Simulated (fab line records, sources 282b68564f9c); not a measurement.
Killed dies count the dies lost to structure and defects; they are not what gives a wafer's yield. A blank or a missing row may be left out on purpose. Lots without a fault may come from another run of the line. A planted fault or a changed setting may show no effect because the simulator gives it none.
Lot-split experiment -- flow rit_cmos -- route with 202 steps; 4 lots, 18 wafers read

## ABOUT THE SPLIT
At RIT_ACTIVE_STRIP_14 (strips in O2, time 180 s), the setting pressure_mtorr was moved away from the recipe's 4000 mTorr on 15 of the 18 wafers read, by -12.5% to +8.4%. This setting was run at the recipe's value on the other wafers.

## FROM THE SPLIT TO THE READING: what the file shows between them, 26 steps
- RIT_FOX2_OXIDATION_00: target thk 350.7 nm, ox time 1130 s (also split here: ox_time_s)
- RIT_FOX2_THK_MEAS_01
- RIT_FOX2_CLEAN_02: cleans in dHF, time 180 s
- RIT_FOX2_WET_ETCH_03: etches Si3N4 in H3PO4, target depth 195 nm, time 2700 s
- RIT_FOX2_THK_MEAS_90
- RIT_NWELL_IMPLANT_08 (also split here: dose_cm2)
- RIT_NWELL_STRIP_09: strips in O2, time 180 s
- RIT_WELLDRIVE_ANNEAL_00: time 14700 s
- RIT_WELLDRIVE_RS_MEAS_01: measures by four-point-probe
- RIT_NRETRO_COAT_01: resist thk 1300 nm (also split here: spin_rpm)
- RIT_NRETRO_SOFTBAKE_02: time 60 s
- RIT_NRETRO_EXPOSE_03: exposes mask M4, target cd 43900 nm
- RIT_NRETRO_DEVELOP_05: develop time 68 s
- RIT_NRETRO_HARDBAKE_07: time 120 s
- RIT_PRETRO_SOFTBAKE_02: time 60 s (also split here: temp_c)
- RIT_PRETRO_EXPOSE_03: exposes mask M5, target cd 43700 nm
- RIT_PRETRO_PEB_04
- RIT_PRETRO_DEVELOP_05: develop time 68 s
- RIT_PRETRO_HARDBAKE_07: time 120 s
- RIT_GATE_CLEAN_03: cleans in SC2, time 600 s
- RIT_GATE_CLEAN_04: cleans in dHF, time 60 s
- RIT_FOX2_THK_MEAS_91
- RIT_GATE_OXIDATION_05: target thk 3 nm, ox time 270 s (also split here: temp_c)
- RIT_GATE_ANNEAL_06: time 600 s
- RIT_GATE_THK_MEAS_07
- RIT_PLDD_IMPLANT_08 (also split here: energy_kev)

## THE READING
In nm, at RIT_M1_PROBE_99: etest.pldd.width_nm, which is the simulator's own figure and was read by no gauge. There is no usual value for it anywhere in the file. Average 3200 nm, standard deviation 26 nm, over the 3 wafers here run with the recipe.

wafer,"tool, chamber at the split","pressure_mtorr as run, mTorr",against the recipe,"etest.pldd.width_nm, nm",against lot-mates on the recipe
L078.2,"plasma_asher-01, 0,1,0,0,1",3500,-12.5%,3109,no lot-mate on the recipe
L078.3,"plasma_asher-01, 0,1,0,0,1",3500,-12.5%,3092,no lot-mate on the recipe
L078.4,"plasma_asher-01, 0,1,0,0,1",3500,-12.5%,3094,no lot-mate on the recipe
L078.5,"plasma_asher-01, 0,1,0,0,1",3500,-12.5%,3103,no lot-mate on the recipe
L078.6,"plasma_asher-01, 0,1,0,0,1",3500,-12.5%,3090,no lot-mate on the recipe
L080.1,"plasma_asher-01, 0,1,0,1,1",4316,+7.9%,3272,no lot-mate on the recipe
L080.2,"plasma_asher-01, 0,1,0,1,1",4316,+7.9%,3259,no lot-mate on the recipe
L080.3,"plasma_asher-01, 0,1,0,1,1",4316,+7.9%,3263,no lot-mate on the recipe
L080.4,"plasma_asher-01, 0,1,0,1,1",4316,+7.9%,3284,no lot-mate on the recipe
L080.6,"plasma_asher-01, 0,1,0,1,1",4316,+7.9%,3258,no lot-mate on the recipe
L083.1,"plasma_asher-03, 1,0,0,1,0",4337,+8.4%,3286,no lot-mate on the recipe
L083.2,"plasma_asher-03, 1,0,0,1,0",4337,+8.4%,3271,no lot-mate on the recipe
L083.3,"plasma_asher-03, 1,0,0,1,0",4337,+8.4%,3285,no lot-mate on the recipe
L083.5,"plasma_asher-03, 1,0,0,1,0",4337,+8.4%,3294,no lot-mate on the recipe
L083.6,"plasma_asher-03, 1,0,0,1,0",4337,+8.4%,3277,no lot-mate on the recipe
L085.2,"plasma_asher-04, 1,0,1",4000,recipe,3214,-
L085.3,"plasma_asher-04, 1,0,1",4000,recipe,3164,-
L085.6,"plasma_asher-04, 1,0,1",4000,recipe,3222,-
Rows listing several chambers each stand for several wafers; the file does not say which wafer went through which chamber.

THE FIT
A straight line over all 18 wafers: etest.pldd.width_nm changes by +8.6 nm for each +1% of pressure_mtorr; r = +0.98; the points scatter about the line by 15 nm.
Too few moved wafers with a lot-mate on the recipe to fit a line net of each lot's own level.

## THE WHOLE CHAIN: every reading that the file lists as answering this split, in the file's order
step,what it does,reading,change (the file's fit),r (the file's)
RIT_M1_PROBE_99,,"etest.nldd.width_nm (the simulator's own value, which no gauge read)",+8.28 nm for each +1% of the setting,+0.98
RIT_M1_PROBE_99,,"etest.pldd.width_nm (the simulator's own value, which no gauge read)",+8.61 nm for each +1% of the setting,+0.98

## THE FILE'S OWN FIT
etest.pldd.width_nm changes by +8.61 nm for each +1% of pressure_mtorr, r = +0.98.
